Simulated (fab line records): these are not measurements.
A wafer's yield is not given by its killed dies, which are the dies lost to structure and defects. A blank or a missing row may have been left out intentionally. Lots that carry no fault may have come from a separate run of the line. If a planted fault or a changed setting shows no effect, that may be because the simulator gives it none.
Which of the tools did it? ; flow berkeley_cmos170 ; 7 lots, 21 wafers sampled, at 2 steps of a route of 331

WHAT THE GAUGES SHOWED, per wafer
UCB170_PFIELD_TW_MEAS_09.
lot;measured;on;PFIELD_TW
L191;day 4 20:25;film_metro-02;596 592 594
L194;day 5 10:41;film_metro-03;606 607 605
L199;day 7 01:40;film_metro-04;297 291 295 299 291 295
L205;day 8 13:43;film_metro-04;603 600 602
L208;day 10 03:06;film_metro-02;597 591 594
L212;day 10 02:52;film_metro-04;598 597 597
L213;day 10 07:39;film_metro-04;596 596 595

TOOL THAT RAN EACH LOT (tool first, then ch and the chambers of the sampled wafers, then the start)
lot;UCB170_PFIELD_IMPLANT_07
L191;implanter-02 ch 0, day 4 20:10
L194;implanter-01 ch 0, day 5 10:26
L199;implanter-04 ch 0, day 7 01:25
L205;implanter-02 ch 0, day 8 13:28
L208;implanter-02 ch 0, day 10 02:52
L212;implanter-01 ch 0, day 10 02:38
L213;implanter-01 ch 0, day 10 07:24
- UCB170_PFIELD_IMPLANT_07

THE ANSWER, worked out from the rows above alone
Rule: the usual values come from the lots themselves. Put in order of their means at a reading, lots are off if they are a third of the lots or fewer, leave a main group of 4 or more, and stand apart from it by a gap of 3 or more times the standard deviation of the main group's means; of several such gaps the widest counts. Not used: any main group whose means are identical at the precision the tables above print for the reading. A lot without any number at a reading at which 4 lots or more have one is off too. The other lots that the step has rows for count as sound.
Off: L199, at UCB170_PFIELD_TW_MEAS_09 (PFIELD_TW). For the main group the mean is 598 and the standard deviation 4.4.
If a tool, at a process step before that reading, ran all the lots that are off and no sound lot after the first of them, it fits. Those tools and the gauges at UCB170_PFIELD_TW_MEAS_09 are tried in the same way. One fits: implanter-04 at UCB170_PFIELD_IMPLANT_07. It ran no sound lot before its first lot that is off in this sample, so the start can't be narrowed down.

WHAT HAD BEEN PUT IN BY THE SIMULATOR
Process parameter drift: implanter-04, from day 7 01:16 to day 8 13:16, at UCB170_PFIELD_IMPLANT_07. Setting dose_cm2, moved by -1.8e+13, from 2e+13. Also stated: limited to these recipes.
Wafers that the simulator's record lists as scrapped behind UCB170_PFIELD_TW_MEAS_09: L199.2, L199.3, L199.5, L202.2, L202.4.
Shown lots that were struck: L199. The rule given above showed the same thing.
